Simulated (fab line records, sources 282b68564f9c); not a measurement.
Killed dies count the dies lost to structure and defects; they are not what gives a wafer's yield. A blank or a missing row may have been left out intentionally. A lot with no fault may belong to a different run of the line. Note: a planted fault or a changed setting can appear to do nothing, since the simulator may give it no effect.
What tool caused it? + flow rit_cmos + 6 lots with 18 wafers sampled at 2 steps, on a route of 202 steps

WHAT THE GAUGES READ, wafer by wafer
RIT_NRETRO_TW_MEAS_10.
| lot  | measured    | on            | NRETRO_TW         |
|------|-------------|---------------|-------------------|
| L264 | day 2 13:23 | film_metro-04 | 1046 1046 1053    |
| L268 | day 3 09:46 | film_metro-03 | 1023 1024 1021    |
| L272 | day 4 06:50 | film_metro-02 | 30 30 30 30 30 30 |
| L280 | day 5 21:11 | film_metro-04 | 1049 1042 1045    |
| L283 | day 6 11:57 | film_metro-02 | 1035 1033 1037    |
| L285 | day 6 19:58 | film_metro-03 | 1033 1032 1030    |

EACH LOT AND THE TOOL THAT RAN IT (in order: tool; ch and the chambers of the sampled wafers; start)
| lot  | RIT_NWELL_STRIP_09                  |
|------|-------------------------------------|
| L264 | plasma_asher-01 ch 1, day 2 02:34   |
| L268 | plasma_asher-01 ch 0,1, day 3 00:43 |
| L272 | plasma_asher-01 ch 0,1, day 3 20:19 |
| L280 | plasma_asher-02 ch 0,1, day 5 11:54 |
| L283 | plasma_asher-01 ch 0,1, day 6 03:04 |
| L285 | plasma_asher-02 ch 0,1, day 6 11:14 |
- RIT_NWELL_STRIP_09: strips in O2, time 180 s.

THE ANSWER, worked out from the rows above alone
Rule: the usual values come from the lots themselves. Put in order of their means at a reading, lots are off if they are a third of the lots or fewer, leave a main group of 4 or more, and stand apart from it by a gap of 3 or more times the standard deviation of the main group's means; of several such gaps the widest counts. If all means in a main group match to the digits the tables above print for the reading, that group is not used. A lot without any number at a reading at which 4 lots or more have one is off too. Any other lot the step has rows for is counted as sound.
Off: L272, seen at RIT_NRETRO_TW_MEAS_10 (NRETRO_TW). The main group has a mean of 1037 with a standard deviation of 9.3.
If a tool, at a process step before that reading, ran all the lots that are off and no sound lot after the first of them, it fits. The gauges at RIT_NRETRO_TW_MEAS_10 are tried like those tools. No candidate that was tried fits.

WHAT THE SIMULATOR HAD INSERTED
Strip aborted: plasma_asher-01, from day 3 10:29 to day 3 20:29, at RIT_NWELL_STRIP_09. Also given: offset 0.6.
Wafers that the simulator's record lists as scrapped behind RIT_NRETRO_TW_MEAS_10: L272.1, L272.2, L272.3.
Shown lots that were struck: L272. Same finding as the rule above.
